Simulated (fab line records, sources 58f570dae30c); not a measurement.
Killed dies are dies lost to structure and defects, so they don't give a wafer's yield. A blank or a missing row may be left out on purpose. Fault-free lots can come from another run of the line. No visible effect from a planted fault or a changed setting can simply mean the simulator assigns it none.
2 desks, one fault ; flow berkeley_cmos170 ; only its own numbers are on each desk; what lay behind them is given at the end

## THE TOOL OWNER'S DESK: litho_track-04
The tool's own readings at UCB170_V1_PEB_10, given as means over the sampled wafers that have a number, one for each lot that went through this tool. A lot is out of limits, marked OUT, if its mean lies more than 4 standard deviations from the usual mean; the brackets give that distance.
Columns: A = heater_power_total_W at UCB170_V1_PEB_10, usual 56.80 W; B = plate_temp_C at UCB170_V1_PEB_10, usual 130.01 C
lot;first seen here;A;B
L975;day 8 09:51;56.77;129.90
L978;day 8 18:06;56.83;129.84
L977;day 8 23:05;56.84;130.02
L982;day 9 21:50;58.08 (+27) OUT;132.22 (+16) OUT
L984;day 10 13:51;58.02 (+26) OUT;132.24 (+16) OUT
L997;day 12 22:44;56.81;130.11
L994;day 13 03:43;56.80;129.92
L996;day 13 03:58;56.81;130.02
This desk finds L982, L984 out of limits, L982 being first, at day 9 21:50 (heater_power_total_W at UCB170_V1_PEB_10). Within limits: L975, L978, L977, L997, L994, L996.

## METROLOGY DESK
Lot by lot, what the gauges showed, no matter which tool ran the lot: averages of those sampled wafers that carry a number. A lot is out of limits, marked OUT, if its mean lies more than 4 standard deviations from the usual mean; the brackets give that distance.
Columns: A = cd_nm at UCB170_V1_CD_MEAS_12, usual 699.7 nm
lot;first seen here;A
L975;day 8 10:07;699.1
L978;day 8 18:22;698.5
L976;day 8 22:29;701.2
L977;day 8 23:22;699.1
L982;day 9 22:06;713.8 (+10) OUT
L980;day 9 22:07;699.0
L984;day 10 14:07;711.4 (+8.4) OUT
L988;day 11 09:16;697.1
L997;day 12 23:01;700.3
L993;day 12 23:49;701.4
L995;day 13 02:26;701.0
L994;day 13 03:59;700.4
L996;day 13 04:14;699.7
L998;day 13 11:23;699.4
This desk finds L982, L984 out of limits, L982 being first, at day 9 22:06 (cd_nm at UCB170_V1_CD_MEAS_12). Within limits: L975, L978, L976, L977, L980, L988, L997, L993, L995, L994, L996, L998.

## BROUGHT TOGETHER
On L982, L984, at day 9 21:50, an alarm was possible from the tool owner's desk.
On L982, L984, the metrology desk was in a position to raise an alarm at day 9 22:06.
All the named lots went through UCB170_V1_PEB_10 on litho_track-04.

## WHAT THE SIMULATOR PUT IN
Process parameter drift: litho_track-04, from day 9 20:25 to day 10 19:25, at UCB170_V1_PEB_10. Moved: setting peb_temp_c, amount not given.
Struck lots among those shown: L982, L984.
Hours from the fault's start to each desk's first reading out of limits: the tool owner's desk, 1; the metrology desk, 2.
